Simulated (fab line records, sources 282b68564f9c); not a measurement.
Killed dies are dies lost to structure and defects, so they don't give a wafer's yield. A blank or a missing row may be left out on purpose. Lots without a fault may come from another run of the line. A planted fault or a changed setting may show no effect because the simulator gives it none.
fab line records | flow rit_cmos
record lots=6 wafers=18 last_day=7
route steps=202 shown GATE@89 REOX@98 NLDD@103 PLDD@114 SPACER@125 M1@202
lots that met no fault: from a run of the same line without faults
start_h: hours from the record's first day to the start of the lot's first wafer shown | wait_h: hours since the lot's step before | " the same as in the row above | L1.1+2: a row that stands for several wafers | - no value, or no start given | * or withheld: withheld | < > ~ a bound
route shown NAME@n: a module of which the file shows steps, and the number in the route of the first | usual: mean/standard deviation of fault-free wafers | same: alike in all rows | chamber/n: place in a boat | sites: the reading at each site | _std_site: their standard deviation | _edge_site: outer sites' mean less inner sites' | radius_mm: how far each site lies from the wafer's centre | mask NAME#n: copy n | behind: the tool/chamber that last shaped the wafer | hold: why the lot was held/for how many hours/how that ended | device: the transistor (n, p or np) that didn't switch | end of line: the same wafers' tests at the end of the route | a step without rows: its recipe alone | killed: dies lost to structure and defects at the first sort, not the wafer's yield | map: a wafer's dies, x killed, . not, _ none there
set.NAME: the setting as run; set.NAME@STEP: as run at that earlier step | model.NAME: the simulator's own value behind a step, which no gauge read
lots at some steps of the route; a table a step, a row a wafer
services: from which hour (start_h, from the record's first day; less than 0 if before it) a tool's chamber was out of use, for how many hours, and why
## steps
# step RIT_GATE_EXPOSE_13
# recipe mask_id=M6 na=0.6 source_shape=conventional sigma_outer=0.6 target_cd_nm=150 dose_mj=380
# step RIT_GATE_PEB_14
# recipe resist=NOVOLAK temp_c=withheld time_s=withheld
# step RIT_GATE_DEVELOP_15
# recipe resist=NOVOLAK develop_time_s=50 dev_temp_c=23
# step RIT_GATE_CD_MEAS_16
# recipe target_cd_nm=150
# usual cd_nm=149.6/1.8
# columns lot.wafer tool chamber start_h wait_h cd_nm
L709.1 cd_sem-01 - 62.01 - 147.7
L709.2 " - " " 149.9
L709.6 " - " " 148.9
L710.1 cd_sem-02 - 66.36 - 150.5
L710.4 " - " " 151.2
L710.6 " - " " 149.8
L713.1 cd_sem-02 - 82.37 - 150.4
L713.4 " - " " 150.1
L713.6 " - " " 151.6
L714.2 cd_sem-01 - 86.75 - 149.7
L714.3 " - " " 149.7
L714.6 " - " " 150.7
L722.1 cd_sem-02 - 132.88 - 152.2
L722.3 " - " " 151.0
L722.5 " - " " 152.2
L724.1 cd_sem-01 - 141.07 - 147.7
L724.3 " - " " 147.1
L724.6 " - " " 147.3
# step RIT_GATE_OVL_MEAS_17
# usual GATE_OVL=1.4/1.2
# columns lot.wafer tool chamber start_h wait_h GATE_OVL[nm]
L709.1 overlay-02 - 62.13 0.1 1.5
L709.2 " - " " -0.7
L709.6 " - " " 3.1
L710.1 overlay-01 - 66.48 0.1 2.2
L710.4 " - " " 2.1
L710.6 " - " " 2.8
L713.1 overlay-02 - 82.49 0.1 0.4
L713.4 " - " " 1.2
L713.6 " - " " 0.6
L714.2 overlay-01 - 86.86 0.1 1.6
L714.3 " - " " 1.7
L714.6 " - " " 0.2
L722.1 overlay-02 - 133.00 0.1 1.9
L722.3 " - " " 2.0
L722.5 " - " " 2.5
L724.1 overlay-01 - 141.19 0.1 2.6
L724.3 " - " " 1.4
L724.6 " - " " 1.3
# step RIT_GATE_HARDBAKE_18
# recipe resist=NOVOLAK temp_c=140 time_s=60
# step RIT_GATE_ETCH_19
# recipe chemistry=SF6/CHF3/O2 time_s=165 SF6_flow_sccm=30 CHF3_flow_sccm=30 O2_flow_sccm=5 target=poly-Si pressure_mtorr=40 rf_w=160 target_depth_a=3125 over_etch_frac=0.25 stop_on=SiO2
# usual CHF3_flow_sccm=30.02/0.095 drypump_motor_current_A=5.8/0.42 oes_product_au=0.850/0.0086 throttle_valve_pct=10.23/0.12
# same time_s=165
# columns lot.wafer tool chamber start_h wait_h CHF3_flow_sccm drypump_motor_current_A oes_product_au rf_hours_counter_h throttle_valve_pct
L709.1 rie_si-01 3 62.32 0.1 30.05 5.4 0.845 47 10.16
L709.2 " 1 " " 29.88 6.4 0.856 19 10.02
L709.6 " 3 " " 30.05 5.4 0.844 - 10.15
L710.1 rie_si-02 2 66.67 0.1 30.16 5.6 0.847 142 10.14
L710.4 " 0 " " 29.93 5.3 0.853 145 10.41
L710.6 " 2 " " 30.16 5.6 0.841 - 10.15
L713.1 rie_si-01 1 82.68 0.1 30.07 6.4 0.854 19 10.01
L713.4 " 3 " " 30.01 5.4 0.841 47 10.15
L713.6 " 2 " " 30.11 5.6 0.841 - 10.30
L714.2 rie_si-02 2 87.04 0.1 29.99 5.6 0.837 142 10.15
L714.3 " 0 " " 29.93 5.3 0.850 145 10.44
L714.6 " 2 " " 29.89 5.6 0.834 - 10.18
L722.1 rie_si-02 0 133.18 0.1 29.86 5.3 0.852 145 10.43
L722.3 " 2 " " 30.02 5.6 0.847 143 10.16
L722.5 " 1 " " 30.05 6.5 0.870 - 10.26
L724.1 rie_si-02 1 141.37 0.1 30.04 6.5 0.861 69 10.25
L724.3 " 0 " " 29.99 5.3 0.864 145 10.43
L724.6 " 2 " " 29.97 5.6 0.851 - 10.16
# step RIT_GATE_STRIP_20
# recipe chemistry=O2 time_s=180 resist=NOVOLAK platen_temp_c=withheld power_w=500 pressure_mtorr=4000 o2_flow_sccm=4000
# usual drypump_motor_current_A=5.6/0.48
# same time_s=180
# columns lot.wafer tool chamber start_h wait_h drypump_motor_current_A rf_hours_counter_h
L709.1 plasma_asher-01 0 62.42 0.1 5.6 42
L709.2 " 1 " " 6.0 42
L709.6 " 1 " " 6.0 -
L710.1 plasma_asher-04 1 66.78 0.1 4.9 44
L710.4 " 1 " " 4.9 -
L710.6 " 0 " " 5.5 -
L713.1 plasma_asher-01 0 82.79 0.1 5.6 44
L713.4 " 1 " " 6.0 -
L713.6 " 1 " " 6.0 -
L714.2 plasma_asher-04 1 87.14 0.1 4.9 47
L714.3 " 1 " " 5.0 -
L714.6 " 0 " " 5.5 -
L722.1 plasma_asher-04 0 133.29 0.1 5.5 52
L722.3 " 0 " " 5.4 -
L722.5 " 0 " " 5.5 -
L724.1 plasma_asher-04 1 141.48 0.1 5.0 53
L724.3 " 0 " " 5.4 -
L724.6 " 0 " " 5.5 -
# step RIT_GATE_CD_MEAS_90
# recipe target_cd_nm=150
# usual cd_nm=149.6/1.8
# columns lot.wafer tool chamber start_h wait_h cd_nm
L709.1 cd_sem-01 - 62.60 0.1 148.1
L709.2 " - " " 150.1
L709.6 " - " " 149.0
L710.1 cd_sem-02 - 66.95 0.1 150.5
L710.4 " - " " 151.2
L710.6 " - " " 149.7
L713.1 cd_sem-01 - 82.96 0.1 150.7
L713.4 " - " " 150.0
L713.6 " - " " 151.7
L714.2 cd_sem-01 - 87.34 0.1 149.4
L714.3 " - " " 150.0
L714.6 " - " " 150.2
L722.1 cd_sem-01 - 133.47 0.1 152.0
L722.3 " - " " 151.3
L722.5 " - " " 152.8
L724.1 cd_sem-02 - 141.66 0.1 148.4
L724.3 " - " " 147.0
L724.6 " - " " 147.1
# step RIT_REOX_CLEAN_00
# recipe chemistry=SC1 mix=3:3:50 time_s=600 temp_c=73.77
# step RIT_REOX_CLEAN_01
# recipe chemistry=dHF dilution=50:1 time_s=30
# step RIT_REOX_CLEAN_02
# recipe chemistry=SC2 mix=3:3:50 time_s=600 temp_c=75 dry=n2_spin
# step RIT_REOX_OXIDATION_03
# recipe temp_c=900 ambient=O2 target_thk_a=252 ox_time_s=5580
# usual spike_tc_centre_C=903.9/1.6 spike_tc_source_C=925.0/1.1 tube_center_temp_C=900.01/0.082 tube_center_temp_C_max=902.3/0.41
# columns lot.wafer tool chamber start_h wait_h spike_tc_centre_C spike_tc_source_C tube_center_temp_C tube_center_temp_C_max model.SiO2_of_REOX_OXIDATION_03.thk_nm
L709.1 furnace-03 0 63.48 0.4 906.9 924.3 900.14 902.2 24.21
L709.2 " 0 " " 906.3 923.9 899.96 902.4 24.18
L709.6 " 0 " " 905.0 925.1 899.92 901.9 23.92
L710.1 furnace-04 0 67.51 0.0 905.8 925.7 899.96 902.4 26.16
L710.4 " 0 " " 904.6 926.5 899.97 902.0 26.09
L710.6 " 0 " " 904.6 926.4 899.93 902.5 26.38
L713.1 furnace-04 0 83.55 0.1 912.1 933.5 908.05 909.8 27.91
L713.4 " 0 " " 911.3 933.5 908.07 910.1 27.67
L713.6 " 0 " " 911.3 932.2 908.11 911.7 27.94
L714.2 furnace-04 0 87.81 0.0 910.4 934.9 908.03 910.0 28.66
L714.3 " 0 " " 912.2 933.0 908 910.2 28.14
L714.6 " 0 " " 912.2 933.5 907.93 910.2 28.24
L722.1 furnace-03 0 133.97 0.0 907.0 925.1 899.96 901.7 25.44
L722.3 " 0 " " 904.5 924.2 899.97 902.5 25.56
L722.5 " 0 " " 905.4 923.9 899.94 902.1 26.01
L724.1 furnace-03 0 142.14 0.0 904.0 923.3 900.02 901.8 25.57
L724.3 " 0 " " 905.1 923.9 900.14 902.9 25.01
L724.6 " 0 " " 904.8 923.8 899.97 902.0 25.08
# step RIT_REOX_THK_MEAS_04
# recipe reads=SiO2_of_REOX_OXIDATION_03
# usual REOX_OXIDE_THK=25.4/0.54
# columns lot.wafer tool chamber start_h wait_h REOX_OXIDE_THK[nm]
L709.1 film_metro-01 - 66.03 0.0 24.2
L709.2 " - " " 24.2
L709.6 " - " " 23.9
L710.1 film_metro-01 - 70.06 0.0 26.2
L710.4 " - " " 26.1
L710.6 " - " " 26.4
L713.1 film_metro-01 - 86.10 0.0 27.9
L713.4 " - " " 27.6
L713.6 " - " " 27.9
L714.2 film_metro-01 - 90.37 0.0 28.7
L714.3 " - " " 28.1
L714.6 " - " " 28.3
L722.1 film_metro-01 - 136.52 0.0 25.4
L722.3 " - " " 25.5
L722.5 " - " " 26.0
L724.1 film_metro-02 - 144.69 0.0 25.6
L724.3 " - " " 25.0
L724.6 " - " " 25.1
# step RIT_NLDD_HMDS_00
# recipe prime_time_s=60 prime_temp_c=140
# step RIT_NLDD_COAT_01
# recipe resist=NOVOLAK spin_rpm=3250 resist_thk_nm=1000
# step RIT_NLDD_SOFTBAKE_02
# recipe resist=NOVOLAK temp_c=90 time_s=60
# step RIT_NLDD_EXPOSE_03
# recipe mask_id=M7 na=0.57 target_cd_nm=40700 dose_mj=250
# step RIT_NLDD_PEB_04
# recipe resist=NOVOLAK temp_c=withheld time_s=withheld
# step RIT_NLDD_DEVELOP_05
# recipe resist=NOVOLAK develop_time_s=50 dev_temp_c=23
# step RIT_NLDD_OVL_MEAS_06
# usual NLDD_OVL=1.6/1.4
# columns lot.wafer tool chamber start_h wait_h NLDD_OVL[nm]
L709.1 overlay-01 - 67.25 - 3.4
L709.2 " - " " 3.8
L709.6 " - " " 3.2
L710.1 overlay-01 - 71.15 - 1.9
L710.4 " - " " 4.0
L710.6 " - " " 4.9
L713.1 overlay-02 - 87.14 - -0.7
L713.4 " - " " 1.5
L713.6 " - " " 0.6
L714.2 overlay-02 - 91.27 - 0.1
L714.3 " - " " 0.8
L714.6 " - " " 1.0
L722.1 overlay-01 - 137.43 - 2.2
L722.3 " - " " 1.5
L722.5 " - " " 1.3
L724.1 overlay-01 - 145.68 - 0.8
L724.3 " - " " 0.1
L724.6 " - " " 1.1
# step RIT_NLDD_HARDBAKE_07
# recipe resist=NOVOLAK temp_c=140 time_s=60
# step RIT_NLDD_IMPLANT_08
# recipe species=P energy_kev=20 dose_cm2=5.08e+14 tilt_deg=7
# step RIT_NLDD_STRIP_09
# recipe chemistry=O2 time_s=180 resist=NOVOLAK platen_temp_c=withheld power_w=500 pressure_mtorr=4000 o2_flow_sccm=4000
# usual drypump_motor_current_A=5.6/0.45
# same time_s=180
# columns lot.wafer tool chamber start_h wait_h drypump_motor_current_A rf_hours_counter_h
L709.1 plasma_asher-03 1 67.59 0.1 5.2 26
L709.2 " 0 " " 6.3 26
L709.6 " 0 " " 6.3 -
L710.1 plasma_asher-04 1 71.49 0.1 4.9 45
L710.4 " 1 " " 4.9 -
L710.6 " 0 " " 5.5 -
L713.1 plasma_asher-03 1 87.47 0.1 5.2 28
L713.4 " 1 " " 5.2 -
L713.6 " 1 " " 5.2 -
L714.2 plasma_asher-04 1 91.60 0.1 4.9 47
L714.3 " 0 " " 5.5 -
L714.6 " 1 " " 4.9 -
L722.1 plasma_asher-02 0 137.77 0.1 5.8 49
L722.3 " 0 " " 5.8 -
L722.5 " 0 " " 5.8 -
L724.1 plasma_asher-04 1 146.02 0.1 4.9 54
L724.3 " 0 " " 5.5 -
L724.6 " 1 " " 5.0 -
# step RIT_NLDD_TW_MEAS_10
# usual NLDD_TW=2490/22
# columns lot.wafer tool chamber start_h wait_h NLDD_TW
L709.1 film_metro-04 - 67.76 0.1 2509
L709.2 " - " " 2511
L709.6 " - " " 2514
L710.1 film_metro-04 - 71.66 0.1 2496
L710.4 " - " " 2498
L710.6 " - " " 2505
L713.1 film_metro-04 - 87.65 0.1 2514
L713.4 " - " " 2515
L713.6 " - " " 2517
L714.2 film_metro-04 - 91.79 0.1 2503
L714.3 " - " " 2519
L714.6 " - " " 2517
L722.1 film_metro-04 - 137.94 0.1 2526
L722.3 " - " " 2527
L722.5 " - " " 2510
L724.1 film_metro-04 - 146.20 0.1 2510
L724.3 " - " " 2510
L724.6 " - " " 2513
# step RIT_PLDD_HMDS_00
# recipe prime_time_s=60 prime_temp_c=140
# step RIT_PLDD_COAT_01
# recipe resist=NOVOLAK spin_rpm=3250 resist_thk_nm=1000
# step RIT_PLDD_SOFTBAKE_02
# recipe resist=NOVOLAK temp_c=90 time_s=60
# step RIT_PLDD_EXPOSE_03
# recipe mask_id=M8 na=0.57 target_cd_nm=40900 dose_mj=250
# step RIT_PLDD_PEB_04
# recipe resist=NOVOLAK temp_c=withheld time_s=withheld
# step RIT_PLDD_DEVELOP_05
# recipe resist=NOVOLAK develop_time_s=50 dev_temp_c=23
# step RIT_PLDD_OVL_MEAS_06
# usual PLDD_OVL=1.1/1.4
# columns lot.wafer tool chamber start_h wait_h PLDD_OVL[nm]
L709.1 overlay-02 - 68.67 - 1.6
L709.2 " - " " 3.0
L709.6 " - " " 2.1
L710.1 overlay-02 - 72.57 - -2.5
L710.4 " - " " -0.2
L710.6 " - " " 0.2
L713.1 overlay-01 - 88.70 - 1.6
L713.4 " - " " 0.9
L713.6 " - " " 1.0
L714.2 overlay-01 - 92.74 - 2.3
L714.3 " - " " 2.7
L714.6 " - " " 2.2
L722.1 overlay-01 - 138.98 - 1.8
L722.3 " - " " 2.1
L722.5 " - " " 1.8
L724.1 overlay-01 - 147.23 - 0.4
L724.3 " - " " 0.0
L724.6 " - " " 1.3
# step RIT_PLDD_HARDBAKE_07
# recipe resist=NOVOLAK temp_c=140 time_s=60
# step RIT_PLDD_IMPLANT_08
# recipe species=BF2 energy_kev=19.81 dose_cm2=9e+14 tilt_deg=7
# step RIT_PLDD_STRIP_09
# recipe chemistry=O2 time_s=180 resist=NOVOLAK platen_temp_c=withheld power_w=500 pressure_mtorr=4000 o2_flow_sccm=4000
# usual drypump_motor_current_A=5.5/0.34
# same time_s=180
# columns lot.wafer tool chamber start_h wait_h drypump_motor_current_A rf_hours_counter_h
L709.1 plasma_asher-02 1 69.01 0.1 5.8 42
L709.2 " 0 " " 5.7 42
L709.6 " 1 " " 5.8 -
L710.1 plasma_asher-01 0 72.91 0.1 5.6 43
L710.4 " 0 " " 5.6 -
L710.6 " 1 " " 6.0 -
L713.1 plasma_asher-04 0 89.03 0.1 5.5 47
L713.4 " 1 " " 4.9 -
L713.6 " 0 " " 5.5 -
L714.2 plasma_asher-04 0 93.07 0.1 5.5 47
L714.3 " 1 " " 5.0 -
L714.6 " 1 " " 4.9 -
L722.1 plasma_asher-04 1 139.31 0.1 5.0 53
L722.3 " 1 " " 5.0 -
L722.5 " 1 " " 5.0 -
L724.1 plasma_asher-04 1 147.57 0.1 4.9 54
L724.3 " 1 " " 4.9 -
L724.6 " 1 " " 4.9 -
# step RIT_PLDD_TW_MEAS_10
# usual PLDD_TW=2332/21
# columns lot.wafer tool chamber start_h wait_h PLDD_TW
L709.1 film_metro-03 - 69.18 0.1 2344
L709.2 " - " " 2342
L709.6 " - " " 2340
L710.1 film_metro-04 - 73.09 0.1 2348
L710.4 " - " " 2339
L710.6 " - " " 2362
L713.1 film_metro-02 - 89.21 0.1 2302
L713.4 " - " " 2304
L713.6 " - " " 2312
L714.2 film_metro-02 - 93.25 0.1 2297
L714.3 " - " " 2302
L714.6 " - " " 2306
L722.1 film_metro-04 - 139.49 0.1 2356
L722.3 " - " " 2352
L722.5 " - " " 2365
L724.1 film_metro-04 - 147.74 0.1 2355
L724.3 " - " " 2335
L724.6 " - " " 2354
# step RIT_SPACER_CLEAN_00
# recipe chemistry=SC1 mix=3:3:50 time_s=600 temp_c=75
# same time_s=600
# columns lot.wafer tool chamber start_h wait_h model.SiO2_of_REOX_OXIDATION_03.thk_nm
L709.1 wet_bench-01 3 69.24 0.1 22.37
L709.2 " 3 " " 22.33
L709.6 " 3 " " 22.1
L710.1 wet_bench-02 2 73.15 0.1 24.13
L710.4 " 2 " " 24.08
L710.6 " 2 " " 24.35
L713.1 wet_bench-01 2 89.27 0.1 25.76
L713.4 " 2 " " 25.55
L713.6 " 2 " " 25.8
L714.2 wet_bench-03 1 93.30 0.0 26.46
L714.3 " 1 " " 25.96
L714.6 " 1 " " 26.07
L722.1 wet_bench-02 2 139.55 0.1 23.48
L722.3 " 2 " " 23.58
L722.5 " 2 " " 23.99
L724.1 wet_bench-02 1 147.80 0.1 23.61
L724.3 " 1 " " 23.08
L724.6 " 1 " " 23.16
# step RIT_SPACER_CLEAN_01
# recipe chemistry=dHF dilution=50:1 time_s=30
# step RIT_M1_PROBE_99
# usual killed_at_contacts=0.1/0.25 killed_at_front_end=7.1/2.9 killed_dies=7.2/2.9 killed_open=3.6/1.9 killed_short=3.5/1.9
# same gross_dies=264 killed_at_M0_to_M3=0 killed_at_M4_up=0 killed_at_back_side=0 killed_at_other=0
# columns lot.wafer tool chamber start_h wait_h killed_at_contacts killed_at_front_end killed_dies killed_open killed_short model.etest.pmos_turned.r_on_ohm_um model.etest.pmos_0p3.r_on_ohm_um model.etest.pmos_0p15.r_on_ohm_um model.etest.pldd.rs_ohm_sq model.etest.nmos_0p3.r_on_ohm_um model.etest.nmos_0p15.r_on_ohm_um model.etest.pldd.line_ohm_um model.etest.nmos_turned.drive_ua_um
L709.1 prober-01 - 83.67 0.1 0 7 7 3 4 3388 6259 2737 506.6 2132 1111 159.1 350.8
L709.2 prober-01 - 83.72 0.1 0 5 5 3 2 3386 6296 2753 505.9 2127 1082 158.1 344.7
L709.6 prober-01 - 83.92 0.2 0 4 4 2 2 3348 6199 2743 494.7 2125 1100 155.9 350.8
L710.1 prober-02 - 86.96 0.1 0 7 7 4 3 3599 6234 2856 558.8 2136 1169 176.8 318.9
L710.4 prober-02 - 87.11 0.2 0 12 12 4 8 3612 6266 2848 554.3 2136 1149 175 319.1
L710.6 prober-02 - 87.21 0.2 1 5 6 3 3 3596 6275 2846 571.4 2128 1155 182.3 312.7
L713.1 prober-02 - 102.45 0.1 1 4 5 2 3 4300 6907 3239 742 2228 1207 230.5 272.3
L713.4 prober-02 - 102.60 0.2 0 7 7 1 6 4198 6798 3174 731 2224 1173 231.2 278.8
L713.6 prober-02 - 102.70 0.2 0 6 6 3 3 4376 6999 3303 745.3 2286 1217 232.1 263.6
L714.2 prober-01 - 107.70 0.1 1 10 11 7 4 4539 6838 3298 808.4 2287 1243 255.5 243.8
L714.3 prober-01 - 107.75 0.2 0 4 4 3 1 4250 6756 3202 744.9 2239 1207 235.7 259.2
L714.6 prober-01 - 107.90 0.2 0 12 12 8 4 4318 6718 3244 759.2 2250 1234 236.8 255.2
L722.1 prober-01 - 153.67 0.1 1 8 9 4 5 3740 6580 2973 574 2216 1169 182.2 305.5
L722.3 prober-01 - 153.77 0.2 0 10 10 5 5 3778 6567 2967 584.2 2213 1162 184 302.8
L722.5 prober-01 - 153.87 0.2 0 12 12 4 8 3935 6547 3062 619.2 2237 1181 196.4 287.4
L724.1 prober-01 - 161.14 0.1 0 11 11 6 4 3424 6418 2708 475.6 2198 1134 151.4 306.3
L724.3 prober-01 - 161.24 0.2 0 9 9 6 3 3252 6199 2622 450.3 2177 1112 142.2 321.8
L724.6 prober-01 - 161.39 0.2 0 10 10 6 4 3255 6262 2630 454.2 2166 1132 142.3 315.2
# killed by level:class
L709.1 FOX2:geometric_particle:short=2 GATE:geometric_particle:open=2 GATE:geometric_particle:short=1 SPACER:geometric_particle:short=1 SILICIDE:geometric_particle:open=1
L709.2 FOX2:geometric_particle:open=1 FOX2:geometric_particle:short=1 GATE:geometric_particle:short=1 REOX:geometric_particle:open=1 SILICIDE:geometric_particle:open=1
L709.6 FOX1:geometric_particle:short=1 GATE:geometric_particle:open=1 REOX:geometric_particle:short=1 SPACER:geometric_particle:open=1
L710.1 FOX2:geometric_particle:open=3 GATE:geometric_particle:short=2 SILICIDE:geometric_particle:short=1 GATE:geometric_particle:open=1
L710.4 GATE:geometric_particle:short=4 FOX2:geometric_particle:short=3 SILICIDE:geometric_particle:open=3 GATE:geometric_particle:open=1 SILICIDE:geometric_particle:short=1
L710.6 FOX2:geometric_particle:open=2 FOX2:geometric_particle:short=1 GATE:geometric_particle:short=1 SPACER:geometric_particle:open=1 CONTACT:geometric_particle:short=1
L713.1 REOX:geometric_particle:short=2 GATE:geometric_particle:open=1 SILICIDE:geometric_particle:open=1 CONTACT:geometric_particle:short=1
L713.4 GATE:geometric_particle:short=2 REOX:geometric_particle:short=2 FOX1:geometric_particle:open=1 FOX1:geometric_particle:short=1 FOX2:geometric_particle:short=1
L713.6 FOX1:geometric_particle:short=3 FOX1:geometric_particle:open=1 GATE:geometric_particle:open=1 REOX:geometric_particle:open=1
L714.2 GATE:geometric_particle:open=3 GATE:geometric_particle:short=3 FOX2:geometric_particle:open=2 FOX1:geometric_particle:open=1 REOX:geometric_particle:short=1 CONTACT:geometric_particle:open=1
L714.3 GATE:geometric_particle:open=1 REOX:geometric_particle:open=1 SPACER:geometric_particle:open=1 SILICIDE:geometric_particle:short=1
L714.6 GATE:geometric_particle:open=3 SPACER:geometric_particle:open=3 GATE:geometric_particle:short=2 FOX1:geometric_particle:open=1 REOX:geometric_particle:short=1 SPACER:geometric_particle:short=1 SILICIDE:geometric_particle:open=1
L722.1 FOX1:geometric_particle:open=1 FOX1:geometric_particle:short=1 FOX2:geometric_particle:short=1 GATE:geometric_particle:open=1 REOX:geometric_particle:short=1 SPACER:geometric_particle:open=1 SILICIDE:geometric_particle:short=1 SILICIDE:geometric_particle:open=1
L722.3 GATE:geometric_particle:short=4 FOX1:geometric_particle:open=2 GATE:geometric_particle:open=2 SPACER:geometric_particle:open=1 SPACER:geometric_particle:short=1
L722.5 SPACER:geometric_particle:short=4 GATE:geometric_particle:short=3 GATE:geometric_particle:open=2 FOX1:geometric_particle:short=1 FOX2:geometric_particle:open=1 SILICIDE:geometric_particle:open=1
L724.1 GATE:geometric_particle:open=3 REOX:geometric_particle:open=3 GATE:geometric_particle:short=2 FOX2:geometric_particle:short=1 SILICIDE:geometric_particle:short=1 GATE:coat_microbubble_printed=1
L724.3 GATE:geometric_particle:open=4 FOX1:geometric_particle:short=2 FOX1:geometric_particle:open=2 SPACER:geometric_particle:short=1
L724.6 FOX1:geometric_particle:open=2 FOX2:geometric_particle:short=2 GATE:geometric_particle:open=2 REOX:geometric_particle:open=2 GATE:geometric_particle:short=1 REOX:geometric_particle:short=1
## services
# columns tool chamber start_h hours kind
plasma_asher-04 - 52.02 1.9 repair
wet_bench-02 - 69.68 2.6 repair
wet_bench-01 - 81.45 1.6 repair
rie_si-01 3 89.50 4.9 repair
furnace-04 - 90.36 3.3 pm
rie_si-01 0 94.70 4.2 repair
furnace-04 - 96.85 3.9 pm
furnace-03 - 104.38 3.2 pm
furnace-04 - 105.09 10.7 pm
plasma_asher-01 - 108.75 9.0 pm
plasma_asher-01 0 108.75 9.0 vent_cycle
plasma_asher-01 1 108.75 9.0 vent_cycle
plasma_asher-02 - 109.32 2.8 pm
plasma_asher-01 0 117.75 - clean
plasma_asher-01 1 117.75 - clean
furnace-03 - 120.12 9.4 repair
rie_si-02 3 121.22 - clean
rie_si-02 3 121.22 23.3 scheduled_down
rie_si-02 3 121.22 23.3 vent_cycle
rie_si-01 0 125.31 16.7 repair
rie_si-02 0 144.48 - clean
rie_si-02 0 144.48 27.3 scheduled_down
rie_si-02 0 144.48 27.3 vent_cycle
## key
first_sign step=RIT_REOX_OXIDATION_03 reading=tube_center_temp_C direction=up sigmas=89 usual=* struck=*
effect step=RIT_REOX_OXIDATION_03 reading=tube_center_temp_C_max direction=up sigmas=20 usual=* struck=*
effect step=RIT_REOX_THK_MEAS_04 reading=REOX_OXIDE_THK direction=up sigmas=5 usual=25.4 struck=28.1
model_effect step=RIT_REOX_OXIDATION_03 value=SiO2_of_REOX_OXIDATION_03.thk_nm without=25.96 struck=28.09
model_effect step=RIT_SPACER_CLEAN_00 value=SiO2_of_REOX_OXIDATION_03.thk_nm without=23.96 struck=25.93
model_effect step=RIT_M1_PROBE_99 value=etest.pmos_turned.r_on_ohm_um without=3719 struck=4330
met_at RIT_REOX_OXIDATION_03
struck_wafers L713.1,L713.4,L713.6,L714.2,L714.3,L714.6
tester_left_out L713,L714
fault kind=process_parameter_drift tool=furnace-04 chamber=- onset_h=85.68 steps=RIT_REOX_OXIDATION_03 channel=temp_c offset=* shape=step end_h=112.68 acts_in=* stated=*
# tester_left_out: of these lots the tester's yield and bins aren't shown, on N5 and GAA mostly nor the transistor test; their killed dies are dies lost to structure and defects alone, not to doping, threshold or leakage, so they don't give the yield
